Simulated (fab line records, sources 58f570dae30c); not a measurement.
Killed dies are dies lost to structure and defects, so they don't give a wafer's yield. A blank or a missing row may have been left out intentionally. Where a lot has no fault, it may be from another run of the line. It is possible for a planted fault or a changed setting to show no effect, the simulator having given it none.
Lot-split experiment + flow berkeley_cmos170 + route with 331 steps; 5 lots, 23 wafers read

## THE SPLIT ITSELF
At UCB170_M3_COAT_10 (resist thk 900 nm), the setting spin_rpm was moved away from the recipe's 1500 rpm on 11 of the 23 wafers read, by -5.7% to +6.9%. The other wafers ran this setting at the recipe's value.

There is no step in the file separating the split from the reading.

## THE READING
KrF_of_M3_COAT_10.thk_nm (the simulator's own value, which no gauge read), in nm, at UCB170_M3_DEVELOP_14 (develop time 45 s). There is no usual value for it anywhere in the file. Average 887.9 nm, standard deviation 2.8 nm, over the 12 wafers here run with the recipe.

| wafer  | tool, chamber at the split | spin_rpm as run, rpm | against the recipe | KrF_of_M3_COAT_10.thk_nm, nm | against lot-mates on the recipe |
|--------|----------------------------|----------------------|--------------------|------------------------------|---------------------------------|
| L078.3 | litho_track-04, 0          | 1500                 | recipe             | 891.3                        | -                               |
| L078.4 | litho_track-04, 0          | 1500                 | recipe             | 890.6                        | -                               |
| L078.5 | litho_track-04, 0          | 1500                 | recipe             | 892                          | -                               |
| L079.1 | litho_track-02, 0          | 1500                 | recipe             | 883.3                        | -                               |
| L079.2 | litho_track-02, 0          | 1427                 | -4.9%              | 904.8                        | +20.1                           |
| L079.3 | litho_track-02, 0          | 1427                 | -4.9%              | 909.5                        | +24.8                           |
| L079.4 | litho_track-02, 0          | 1500                 | recipe             | 886.1                        | -                               |
| L079.6 | litho_track-02, 0          | 1427                 | -4.9%              | 910.4                        | +25.7                           |
| L080.1 | litho_track-01, 0          | 1500                 | recipe             | 888.4                        | -                               |
| L080.2 | litho_track-01, 0          | 1415                 | -5.7%              | 915.5                        | +27.8                           |
| L080.3 | litho_track-01, 0          | 1415                 | -5.7%              | 915.2                        | +27.5                           |
| L080.4 | litho_track-01, 0          | 1500                 | recipe             | 887.1                        | -                               |
| L080.6 | litho_track-01, 0          | 1415                 | -5.7%              | 913.3                        | +25.5                           |
| L082.1 | litho_track-04, 0          | 1500                 | recipe             | 883.5                        | -                               |
| L082.2 | litho_track-04, 0          | 1562                 | +4.1%              | 867.8                        | -17.6                           |
| L082.3 | litho_track-04, 0          | 1500                 | recipe             | 885.8                        | -                               |
| L082.4 | litho_track-04, 0          | 1500                 | recipe             | 886.8                        | -                               |
| L082.6 | litho_track-04, 0          | 1562                 | +4.1%              | 869.5                        | -15.9                           |
| L085.1 | litho_track-01, 0          | 1604                 | +6.9%              | 858.8                        | -31.3                           |
| L085.2 | litho_track-01, 0          | 1500                 | recipe             | 890.6                        | -                               |
| L085.3 | litho_track-01, 0          | 1604                 | +6.9%              | 858.4                        | -31.7                           |
| L085.5 | litho_track-01, 0          | 1500                 | recipe             | 889.6                        | -                               |
| L085.6 | litho_track-01, 0          | 1604                 | +6.9%              | 855.5                        | -34.6                           |

FIT RESULTS
A straight line over all 23 wafers: KrF_of_M3_COAT_10.thk_nm changes by -4.46 nm for each +1% of spin_rpm; r = -0.99; the points scatter about the line by 2.6 nm.
The same after taking each lot's own level away (the mean of its wafers on the recipe; 23 wafers): -4.67 nm for each +1%; r = -1.00; scatter 1.6 nm.
Per that fit: largest spin_rpm move, reading shift of 32 nm.
Measured against the standard deviation above, the lots' own levels, which go from 884.70 to 891.30 nm, span 2.3 times it.
The two slopes are in agreement: the lot-to-lot level therefore moves the slope only a little.
Check: with one of the wafers moved furthest among these (+6.9%) left out of the fit, the line predicts -32.2 nm for it against its lot-mates. It came out at -31.3 nm against them.

## THESE WAFERS: OTHER SPLITS
Other splits were also applied to these wafers ahead of the reading. Each is held against what the fit with the lots' levels taken away leaves over:
| other split on the same wafers   | wafers away from the commonest value | r with KrF_of_M3_COAT_10.thk_nm (lot level and that fit taken away) |
|----------------------------------|--------------------------------------|---------------------------------------------------------------------|
| UCB170_CONTACT_EXPOSE_12 dose_mj | 7                                    | +0.18                                                               |
| UCB170_M1_SPUTTER_00 time_s      | 8                                    | +0.09                                                               |
| UCB170_M1_COAT_04 resist_thk_nm  | 12                                   | -0.06                                                               |
| UCB170_V1_PEB_10 peb_temp_c      | 8                                    | +0.29                                                               |
| UCB170_V2_COAT_07 resist_thk_nm  | 11                                   | -0.30                                                               |

## THE WHOLE CHAIN: every reading that the file lists as answering this split, in the file's order
| step                 | what it does      | reading                                                                   | change (the file's fit)              | r (the file's) |
|----------------------|-------------------|---------------------------------------------------------------------------|--------------------------------------|----------------|
| UCB170_M3_COAT_10    | resist thk 900 nm | KrF_of_M3_COAT_10.thk_nm (the simulator's own value, which no gauge read) | -4.64 nm for each +1% of the setting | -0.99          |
| UCB170_M3_DEVELOP_14 | develop time 45 s | KrF_of_M3_COAT_10.thk_nm (the simulator's own value, which no gauge read) | -4.65 nm for each +1% of the setting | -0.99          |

## FILE'S OWN FIT
KrF_of_M3_COAT_10.thk_nm changes by -4.65 nm for each +1% of spin_rpm, r = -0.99.
